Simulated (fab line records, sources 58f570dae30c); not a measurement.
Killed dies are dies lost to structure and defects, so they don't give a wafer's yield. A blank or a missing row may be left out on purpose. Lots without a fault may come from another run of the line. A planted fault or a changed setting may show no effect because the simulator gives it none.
Split-lot experiment | flow berkeley_cmos170 | 5 lots, 23 wafers read, on a route of 331 steps

THE SPLIT
At UCB170_M3_COAT_05 (resist thk 900 nm), the setting spin_rpm was moved away from the recipe's 1500 rpm on 5 of the 23 wafers read, by -6.1% to +6.9%. The other wafers ran this setting at the recipe's value.

The reading is taken at the split's own step.

THE READING
KrF_of_M3_COAT_05.thk_nm (the simulator's own value, which no gauge read), in nm, at UCB170_M3_COAT_05 (resist thk 900 nm). The file gives no usual value for it. The 18 wafers here that ran the recipe average 898.9 nm, standard deviation 3.7 nm.

wafer  | tool, chamber at the split | spin_rpm as run, rpm | against the recipe | KrF_of_M3_COAT_05.thk_nm, nm | against lot-mates on the recipe
L074.2 | litho_track-01, 0          | 1500                 | recipe             | 903                          | -
L074.3 | litho_track-01, 0          | 1500                 | recipe             | 902.7                        | -
L074.4 | litho_track-01, 0          | 1500                 | recipe             | 905.4                        | -
L074.5 | litho_track-01, 0          | 1500                 | recipe             | 902                          | -
L074.6 | litho_track-01, 0          | 1500                 | recipe             | 904.8                        | -
L078.2 | litho_track-04, 0          | 1500                 | recipe             | 896.1                        | -
L078.3 | litho_track-04, 0          | 1500                 | recipe             | 895.6                        | -
L078.4 | litho_track-04, 0          | 1500                 | recipe             | 901.3                        | -
L076.2 | litho_track-01, 0          | 1409                 | -6.1%              | 922.3                        | +28.9
L076.6 | litho_track-01, 0          | 1409                 | -6.1%              | 922.3                        | +28.9
L076.3 | litho_track-01, 0          | 1500                 | recipe             | 893.9                        | -
L076.4 | litho_track-01, 0          | 1409                 | -6.1%              | 922                          | +28.6
L076.5 | litho_track-01, 0          | 1500                 | recipe             | 892.9                        | -
L075.1 | litho_track-01, 0          | 1603                 | +6.9%              | 868.5                        | -27.9
L075.2 | litho_track-01, 0          | 1500                 | recipe             | 897.2                        | -
L075.3 | litho_track-01, 0          | 1500                 | recipe             | 896.9                        | -
L075.4 | litho_track-01, 0          | 1603                 | +6.9%              | 864.1                        | -32.3
L075.5 | litho_track-01, 0          | 1500                 | recipe             | 895                          | -
L085.1 | litho_track-01, 0          | 1500                 | recipe             | 901.5                        | -
L085.3 | litho_track-01, 0          | 1500                 | recipe             | 900.7                        | -
L085.4 | litho_track-01, 0          | 1500                 | recipe             | 897.7                        | -
L085.5 | litho_track-01, 0          | 1500                 | recipe             | 897.8                        | -
L085.6 | litho_track-01, 0          | 1500                 | recipe             | 896.1                        | -

THE FIT
A straight line over all 23 wafers: KrF_of_M3_COAT_05.thk_nm changes by -4.27 nm for each +1% of spin_rpm; r = -0.96; the points scatter about the line by 3.7 nm.
The same after taking each lot's own level away (the mean of its wafers on the recipe; 23 wafers): -4.57 nm for each +1%; r = -0.99; scatter 1.8 nm.
On that fit, the largest move of spin_rpm shifts the reading by 31 nm.
The lots' own levels span 893.40 to 903.58 nm, that is 2.8 times the standard deviation above.
So the lot-to-lot level changes the slope little: the two slopes agree.
Check: with one of the wafers moved furthest among these (+6.9%) left out of the fit, the line predicts -32.5 nm for it against its lot-mates. It came out at -27.9 nm against them.

OTHER SPLITS ON THESE WAFERS
These wafers also went through other splits before the reading. Each is held against what the fit with the lots' levels taken away leaves over:
other split on the same wafers  | wafers away from the commonest value | r with KrF_of_M3_COAT_05.thk_nm (lot level and that fit taken away)
UCB170_M2_COAT_05 resist_thk_nm | 12                                   | +0.16
UCB170_V2_COAT_07 resist_thk_nm | 5                                    | -0.09

THE WHOLE CHAIN: every reading that the file lists as answering this split, in the file's order
step               | what it does      | reading                                                                   | change (the file's fit)              | r (the file's)
UCB170_M3_COAT_05  | resist thk 900 nm | KrF_of_M3_COAT_05.thk_nm (the simulator's own value, which no gauge read) | -4.54 nm for each +1% of the setting | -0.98
UCB170_M3_STRIP_07 | strips in O2      | strip_time_to_endpoint_s                                                  | withheld for each +1% of the setting | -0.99

THE FILE'S OWN FIT
KrF_of_M3_COAT_05.thk_nm changes by -4.54 nm for each +1% of spin_rpm, r = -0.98.
